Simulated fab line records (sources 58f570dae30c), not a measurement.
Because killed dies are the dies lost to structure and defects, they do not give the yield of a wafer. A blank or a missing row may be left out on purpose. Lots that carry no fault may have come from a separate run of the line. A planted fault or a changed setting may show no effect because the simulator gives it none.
Which of the tools did it? | flow berkeley-cmos170 | 21 wafers from 7 lots sampled at 3 of the route's 331 steps

WHAT THE GAUGES SHOWED, per wafer
UCB170_SDANNEAL_RS_MEAS_04: measurement is done with a four-point probe.
lot  | measured     | on            | PLDD_RS (ohm/sq)
L758 | day 8 10:08  | film-metro-01 | 1032.7 1032.4 1030.0
L762 | day 8 14:50  | film-metro-02 | 1034.1 1035.9 1032.3
L767 | day 9 10:40  | film-metro-01 | 1032.9 1035.0 1034.9
L764 | day 9 09:17  | film-metro-01 | 1035.1 1033.1 1034.0
L774 | day 11 07:46 | film-metro-02 | 926.1 924.7 926.1
L776 | day 11 18:25 | film-metro-01 | 924.4 924.3 923.8
L781 | day 12 10:42 | film-metro-01 | 1036.1 1034.6 1035.9

TOOL THAT RAN EACH LOT (tool first, then ch and the chambers of the sampled wafers, then the start)
lot  | UCB170_NVT_STRIP_08                  | UCB170_PLDD_IMPLANT_08
L758 | plasma-asher-01 ch 0,1, day 6 13:52  | implanter-01 ch 0, day 7 10:33
L762 | plasma-asher-01 ch 0,1, day 7 06:58  | implanter-01 ch 0, day 7 23:29
L767 | plasma-asher-04 ch 0,1, day 7 19:53  | implanter-01 ch 0, day 8 15:38
L764 | plasma-asher-03 ch 0, day 7 20:02    | implanter-01 ch 0, day 8 14:53
L774 | plasma-asher-01 ch 0,1, day 9 21:36  | implanter-04 ch 0, day 10 17:21
L776 | plasma-asher-01 ch 0,1, day 10 09:59 | implanter-04 ch 0, day 11 03:08
L781 | plasma-asher-04 ch 0,1, day 11 02:41 | implanter-03 ch 0, day 11 22:18
- UCB170_NVT_STRIP_08: strips in O2.
- UCB170_PLDD_IMPLANT_08

THE ANSWER, worked out from the rows above alone
Rule: what is usual is taken from the lots themselves. Put in order of their means at a reading, lots are off if they are a third of the lots or fewer, leave a main group of 4 or more, and stand apart from it by a gap of 3 or more times the standard deviation of the main group's means; of several such gaps the widest counts. A main group is skipped when, at the precision printed for the reading in the tables above, its means are all equal. A lot without any number at a reading at which 4 lots or more have one is off too. Any other lot the step has rows for is counted as sound.
Off: L774, L776, at UCB170_SDANNEAL_RS_MEAS_04 (PLDD_RS). For the main group the mean is 1033.9 ohm/sq and the standard deviation 1.2.
If a tool, at a process step before that reading, ran all the lots that are off and no sound lot after the first of them, it fits. Those tools and the gauges at UCB170_SDANNEAL_RS_MEAS_04 are tried in the same way. Undecided on this evidence; 2 tools fit (plasma-asher-01 at UCB170_NVT_STRIP_08, implanter-04 at UCB170_PLDD_IMPLANT_08).

WHAT THE SIMULATOR HAD PUT IN
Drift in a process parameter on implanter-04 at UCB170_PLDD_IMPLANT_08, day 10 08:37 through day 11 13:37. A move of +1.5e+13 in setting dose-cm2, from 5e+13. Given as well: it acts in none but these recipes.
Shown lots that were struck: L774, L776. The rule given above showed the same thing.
